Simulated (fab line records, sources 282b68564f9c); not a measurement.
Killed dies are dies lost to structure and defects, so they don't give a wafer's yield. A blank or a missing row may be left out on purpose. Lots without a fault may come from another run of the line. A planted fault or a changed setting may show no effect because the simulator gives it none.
fab line records | flow rit_cmos
record lots=15 wafers=45 last_day=7
route steps=202 shown CONTACT@180 M1@202
lots that met no fault: from a run of the same line without faults
start_h: hours from the record's first day to the start of the lot's first wafer shown | wait_h: hours since the lot's step before | " the same as in the row above | L1.1+2: a row that stands for several wafers | - no value, or no start given | * or withheld: withheld | < > ~ a bound
route shown NAME@n: a module of which the file shows steps, and the number in the route of the first | usual: mean/standard deviation of fault-free wafers | same: alike in all rows | chamber/n: place in a boat | sites: the reading at each site | _std_site: their standard deviation | _edge_site: outer sites' mean less inner sites' | radius_mm: how far each site lies from the wafer's centre | mask NAME#n: copy n | behind: the tool/chamber that last shaped the wafer | hold: why the lot was held/for how many hours/how that ended | device: the transistor (n, p or np) that didn't switch | end of line: the same wafers' tests at the end of the route | a step without rows: its recipe alone | killed: dies lost to structure and defects at the first sort, not the wafer's yield | map: a wafer's dies, x killed, . not, _ none there
set.NAME: the setting as run; set.NAME@STEP: as run at that earlier step | model.NAME: the simulator's own value behind a step, which no gauge read
steps of the route over a sample of lots; a table a step, a row a wafer
services: from which hour (start_h, from the record's first day; less than 0 if before it) a tool's chamber was out of use, for how many hours, and why
## steps
# step RIT_CONTACT_STRIP_12
# recipe chemistry=O2 time_s=180 resist=NOVOLAK platen_temp_c=withheld power_w=500 pressure_mtorr=4000 o2_flow_sccm=4000
# usual chamber_pressure_mTorr=4000/3.5 drypump_motor_current_A=5.41/0.25
# columns lot.wafer tool chamber start_h wait_h chamber_pressure_mTorr drypump_motor_current_A rf_hours_counter_h
L281.2 plasma_asher-01 0 58.32 0.1 4002 5.82 26
L281.5 " 0 " " 3996 5.83 -
L281.6 " 1 " " 4006 5.09 -
L283.2 plasma_asher-03 1 67.57 0.1 3997 5.16 43
L283.4 " 0 " " 4003 5.13 -
L283.5 " 0 " " 4007 5.14 -
L284.2 plasma_asher-03 1 71.03 0.1 4001 5.15 43
L284.4 " 0 " " 3997 5.14 -
L284.6 " 0 " " 3994 5.15 -
L287.3 plasma_asher-02 0 87.05 0.2 - - -
L287.4 " 1 " " - - -
L287.6 " 1 " " - - -
L288.2 plasma_asher-03 1 92.15 0.1 - - -
L288.5 " 1 " " - - -
L288.6 " 0 " " - - -
L289.1 plasma_asher-02 0 98.42 0.1 - - -
L289.3 " 0 " " - - -
L289.6 " 1 " " - - -
L293.1 plasma_asher-02 0 116.97 0.1 3997 5.59 47
L293.5 " 1 " " 4001 5.41 -
L293.6 " 0 " " 4000 5.58 -
L294.2 plasma_asher-01 1 119.49 0.1 3997 5.09 33
L294.3 " 1 " " 3997 5.09 -
L294.4 " 0 " " 4007 5.84 -
L296.1 plasma_asher-02 0 131.69 0.1 4000 5.58 48
L296.2 " 1 " " 3999 5.42 48
L296.6 " 1 " " 3996 5.40 -
L297.1 plasma_asher-02 0 133.96 0.1 3998 5.58 48
L297.3 " 0 " " 3998 5.58 -
L297.6 " 1 " " 3997 5.37 -
L298.2 plasma_asher-01 0 139.74 0.1 3998 5.82 35
L298.3 " 0 " " 4002 5.81 -
L298.4 " 1 " " 3997 5.05 -
L299.1 plasma_asher-03 0 146.55 0.1 4001 5.16 3
L299.4 " 0 " " 3997 5.16 -
L299.6 " 0 " " 3997 5.16 -
L300.2 plasma_asher-03 1 149.07 0.1 3999 5.13 3
L300.4 " 1 " " 3999 5.14 -
L300.6 " 0 " " 3998 5.12 -
L302.2 plasma_asher-01 1 158.17 0.1 4000 5.09 37
L302.4 " 1 " " 4001 5.09 -
L302.6 " 0 " " 3996 5.84 -
L304.1 plasma_asher-02 1 168.60 0.1 4001 5.42 52
L304.4 " 0 " " 3997 5.58 -
L304.5 " 0 " " 4000 5.57 -
# step RIT_M1_PROBE_99
# usual killed_at_M0_to_M3=0.0/0.12 killed_at_contacts=0.0/0.16 killed_at_front_end=7.1/2.7 killed_dies=7.2/2.7 killed_on_rim=1.9/1.2 killed_open=3.5/1.9 killed_short=3.6/1.9
# same gross_dies=264 killed_at_M4_up=0 killed_at_back_side=0 killed_at_other=0
# columns lot.wafer tool chamber start_h wait_h killed_at_M0_to_M3 killed_at_contacts killed_at_front_end killed_dies killed_on_rim killed_open killed_short
L287.3 prober-02 - 91.89 0.2 255 0 9 264 70 3 6
L287.4 prober-02 - 91.94 0.2 259 0 5 264 70 3 2
L287.6 prober-02 - 92.04 0.2 255 0 9 264 70 3 6
L288.2 prober-01 - 97.02 0.1 254 0 10 264 70 5 5
L288.5 prober-01 - 97.17 0.2 256 0 8 264 70 4 4
L288.6 prober-01 - 97.22 0.2 259 0 5 264 70 3 2
L289.1 prober-02 - 103.22 0.1 258 0 6 264 70 4 2
L289.3 prober-02 - 103.32 0.2 256 0 8 264 70 5 3
L289.6 prober-02 - 103.47 0.2 263 0 1 264 70 0 1
L293.1 prober-02 - 121.84 0.1 0 0 6 6 2 2 4
L293.5 prober-02 - 122.04 0.2 0 0 4 4 2 2 2
L293.6 prober-02 - 122.09 0.2 0 0 8 8 1 5 3
L297.1 prober-02 - 138.82 0.1 0 0 8 8 2 2 6
L297.3 prober-02 - 138.92 0.2 0 0 14 14 2 6 8
L297.6 prober-02 - 139.07 0.2 0 0 9 9 3 4 5
# killed by level:class
L287.3 M1:area_sputter=254 FOX1:geometric_particle:open=2 REOX:geometric_particle:short=2 ACTIVE:geometric_particle:short=1 FOX2:geometric_particle:short=1 GATE:geometric_particle:short=1 SPACER:geometric_particle:short=1 SILICIDE:geometric_particle:open=1
L287.4 M1:area_sputter=259 SILICIDE:geometric_particle:open=2 FOX1:geometric_particle:short=1 SPACER:geometric_particle:open=1 SPACER:geometric_particle:short=1
L287.6 M1:area_sputter=255 GATE:geometric_particle:short=2 FOX1:geometric_particle:open=1 FOX1:geometric_particle:short=1 FOX2:geometric_particle:open=1 FOX2:geometric_particle:short=1 GATE:geometric_particle:open=1 SPACER:geometric_particle:short=1
L288.2 M1:area_sputter=254 GATE:geometric_particle:short=3 GATE:geometric_particle:open=2 FOX1:geometric_particle:open=1 FOX1:geometric_particle:short=1 FOX2:geometric_particle:open=1 SILICIDE:geometric_particle:open=1 SILICIDE:geometric_particle:short=1
L288.5 M1:area_sputter=256 FOX1:geometric_particle:short=2 REOX:geometric_particle:open=2 SILICIDE:geometric_particle:short=2 FOX2:geometric_particle:open=1 SILICIDE:geometric_particle:open=1
L288.6 M1:area_sputter=259 GATE:geometric_particle:open=2 FOX2:geometric_particle:short=1 GATE:geometric_particle:short=1 SILICIDE:geometric_particle:open=1
L289.1 M1:area_sputter=258 FOX1:geometric_particle:open=2 FOX1:geometric_particle:short=1 GATE:geometric_particle:short=1 REOX:geometric_particle:open=1 SILICIDE:geometric_particle:open=1
L289.3 M1:area_sputter=256 SILICIDE:geometric_particle:open=3 FOX2:geometric_particle:short=2 GATE:geometric_particle:open=1 SPACER:geometric_particle:open=1 SPACER:geometric_particle:short=1
L289.6 M1:area_sputter=263 GATE:geometric_particle:short=1
L293.1 GATE:geometric_particle:short=2 REOX:geometric_particle:short=2 FOX1:geometric_particle:open=1 REOX:geometric_particle:open=1
L293.5 FOX1:geometric_particle:open=2 FOX1:geometric_particle:short=1 GATE:geometric_particle:short=1
L293.6 GATE:geometric_particle:open=3 FOX1:geometric_particle:short=2 SILICIDE:geometric_particle:open=2 GATE:geometric_particle:short=1
L297.1 GATE:geometric_particle:short=3 FOX2:geometric_particle:short=2 GATE:geometric_particle:open=2 REOX:geometric_particle:short=1
L297.3 SILICIDE:geometric_particle:open=3 FOX2:geometric_particle:short=2 GATE:geometric_particle:open=2 REOX:geometric_particle:short=2 SPACER:geometric_particle:short=2 FOX1:geometric_particle:open=1 GATE:geometric_particle:short=1 SILICIDE:geometric_particle:short=1
L297.6 FOX2:geometric_particle:short=3 GATE:geometric_particle:open=3 FOX1:geometric_particle:short=1 GATE:geometric_particle:short=1 SILICIDE:geometric_particle:open=1
## services
# columns tool chamber start_h hours kind
plasma_asher-01 - 40.98 2.3 repair
plasma_asher-02 - 41.58 7.8 repair
plasma_asher-03 - 108.75 9.0 pm
plasma_asher-03 0 108.75 9.0 vent_cycle
plasma_asher-03 1 108.75 9.0 vent_cycle
plasma_asher-02 - 109.58 2.8 pm
plasma_asher-03 0 117.75 - clean
plasma_asher-03 1 117.75 - clean
plasma_asher-03 - 166.44 2.8 pm
## key
first_sign step=RIT_CONTACT_STRIP_12 reading=tool_record direction=missing
effect step=RIT_M1_PROBE_99 reading=killed_at_M0_to_M3 direction=up sigmas=99+ usual=0.0 struck=257.2
more_kills_born_at RIT_M1_SPUTTER_00@pvd_sputter-02=1545 RIT_M1_SPUTTER_00@pvd_sputter-04=769
met_at RIT_CONTACT_STRIP_12
struck_lots L287,L288,L289
later_rows_left_out L287.3,L287.4,L287.6,L288.2,L288.5,L288.6,L289.1,L289.3,L289.6
tester_left_out L287,L288,L289
onset_between 71.03 87.05
fault kind=skipped_step_whole tool=plasma_asher-02,plasma_asher-03 chamber=- onset_h=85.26 steps=RIT_CONTACT_STRIP_12 scope=struck_lots_only
# tester_left_out: of these lots the tester's yield and bins aren't shown, on N5 and GAA mostly nor the transistor test; their killed dies are dies lost to structure and defects alone, not to doping, threshold or leakage, so they don't give the yield
# later_rows_left_out: the simulator's readings of these wafers behind a module that went badly wrong aren't trusted and aren't shown, but for the sort
